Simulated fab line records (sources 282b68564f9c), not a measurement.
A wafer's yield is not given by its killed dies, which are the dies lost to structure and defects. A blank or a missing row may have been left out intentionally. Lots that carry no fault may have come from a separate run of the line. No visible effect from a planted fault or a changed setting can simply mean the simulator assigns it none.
A struck lot beside a sound one + flow rit_cmos + 17 out of 202 route steps
Sound: the wafers L434.1, L434.2, L434.5. Struck: wafers L442.1, L442.3, L442.5. The cause comes at the end.
Order at every step that has rows: each side's tool, ch and its chambers, its first start. Under that, the readings that differ: sound wafers + struck wafers + difference of the means + sigmas: that difference in standard deviations of wafers without a fault.
alike: words and numbers the same on both sides, and readings whose means are apart by under 2 such deviations; not compared: readings that were withheld, readings missing a value for some wafer, numbers with overlapping values and no deviation given by the record, and bounds like >300 which may hide the same value.
Wherever a step has rows on one side only, a row that says differs or no value, or a row with sigmas, the two part there. When numbers do not overlap yet have no deviation, they are printed without sigmas and do not part them. A reading that every wafer of one side lacks parts them only if that side has two wafers or more.

first, 2 steps without rows for these wafers: RIT_NRETRO_HARDBAKE_07 (time 120 s); RIT_NRETRO_IMPLANT_08.
RIT_NRETRO_STRIP_09: strips in O2, time 180 s.
  sound on plasma_asher-03 ch 0,1, day 3 13:20; struck on plasma_asher-01 ch 0,1, day 5 04:40
  alike: drypump_motor_current_A
  not compared: rf_hours_counter_h
RIT_NRETRO_TW_MEAS_10:
  struck on film_metro-02, day 5 04:50; sound on film_metro-02, day 3 13:31
  alike: NRETRO_TW
then, 6 steps without rows for these wafers: RIT_PRETRO_HMDS_00 (prime time 60 s); RIT_PRETRO_COAT_01 (resist thk 1300 nm); RIT_PRETRO_SOFTBAKE_02 (time 60 s); RIT_PRETRO_EXPOSE_03 (exposes mask M5, target cd 43700 nm); RIT_PRETRO_PEB_04; RIT_PRETRO_DEVELOP_05 (develop time 66.59 s).
RIT_PRETRO_OVL_MEAS_06:
  struck on overlay-02, day 5 05:53; sound on overlay-01, day 3 14:35
  alike: PRETRO_OVL
then, 1 step without rows for these wafers: RIT_PRETRO_HARDBAKE_07 (time 120 s).
RIT_PRETRO_IMPLANT_08:
  sound on implanter-04 ch 0, day 3 14:52; struck on implanter-01 ch 0, day 5 06:11
| reading            | sound                            | struck                        | difference | sigmas      |
|--------------------|----------------------------------|-------------------------------|------------|-------------|
| dose_ions_cm2      | 1.2008e+13 1.2011e+13 1.2015e+13 | 9.362e+12 9.365e+12 9.352e+12 | -2.652e+12 | -99 or more |
| faraday_current_uA | 38.4 37.2 37.4                   | 29.3 28.4 29.7                | -8.5       | -12         |
RIT_PRETRO_STRIP_09: strips in O2, time 180 s.
  sound on plasma_asher-04 ch 0,1, day 3 15:01; struck on plasma_asher-03 ch 0,1, day 5 06:20
| reading                     | sound       | struck      | difference | sigmas |
|-----------------------------|-------------|-------------|------------|--------|
| drypump_motor_current_A (A) | 6.9 5.8 6.9 | 5.1 5.2 5.1 | -1.4       | -2     |
  not compared: rf_hours_counter_h
RIT_PRETRO_TW_MEAS_10:
  struck on film_metro-01, day 5 06:30; sound on film_metro-01, day 3 15:11
| reading   | sound       | struck      | difference | sigmas |
|-----------|-------------|-------------|------------|--------|
| PRETRO_TW | 483 482 480 | 448 445 447 | -35        | -9     |
then, 1 step without rows for these wafers: RIT_GATE_WET_ETCH_00 (etches SiO2 in BOE, target depth 56 nm, time 60 s).
RIT_M1_PROBE_99:
  struck on prober-02, day 6 11:25; sound on prober-02, day 4 19:47
| reading                                    | sound                | struck               | difference | sigmas |
|--------------------------------------------|----------------------|----------------------|------------|--------|
| killed_at_M0_to_M3                         | 0 1 0                | 0 0 0                | +0         | -3     |
| killed_at_contacts                         | 1 0 0                | 0 0 0                | +0         | -2     |
| model.etest.nmos_0p3.r_on_ohm_um           | 2208 2150 2134       | 2068 2045 2004       | -125       |        |
| model.etest.nmos_turned.drive_ua_um        | 308.8 320.4 309.8    | 355.8 349.7 367.6    | +44.7      |        |
| model.etest.nmos_0p15.drive_ua_um          | 461.1 467.5 460.9    | 498.1 487.2 508.9    | +34.9      |        |
| model.etest.nmos_0p3.drive_ua_um           | 225.8 227.2 223.8    | 246.3 238.8 245.6    | +18.0      |        |
| model.etest.nmos_narrow.drive_ua_um        | 228 230.9 229.5      | 247.9 240 249.3      | +16.3      |        |
| model.etest.nmos_0p15.off_log10_a_um       | -10.28 -10.29 -10.52 | -9.319 -9.416 -9.242 | +1.038     |        |
| model.etest.retro_edge_nmos.off_log10_a_um | -10.11 -10.1 -10.41  | -9.241 -9.23 -9.041  | +1.036     |        |
| model.etest.ring.quiet_log10_a (angstrom)  | -7.761 -7.83 -8.001  | -7.234 -7.335 -7.192 | +0.610     |        |
  alike: killed_at_front_end, killed_dies, killed_open, killed_short

== WHERE THEY PART ==
At RIT_PRETRO_IMPLANT_08 first; at RIT_M1_PROBE_99 last (within this record only).

WHY: whatever the simulator had introduced
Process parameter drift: implanter-01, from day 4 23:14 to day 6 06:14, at RIT_PRETRO_IMPLANT_08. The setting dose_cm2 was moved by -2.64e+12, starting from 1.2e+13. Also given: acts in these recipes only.
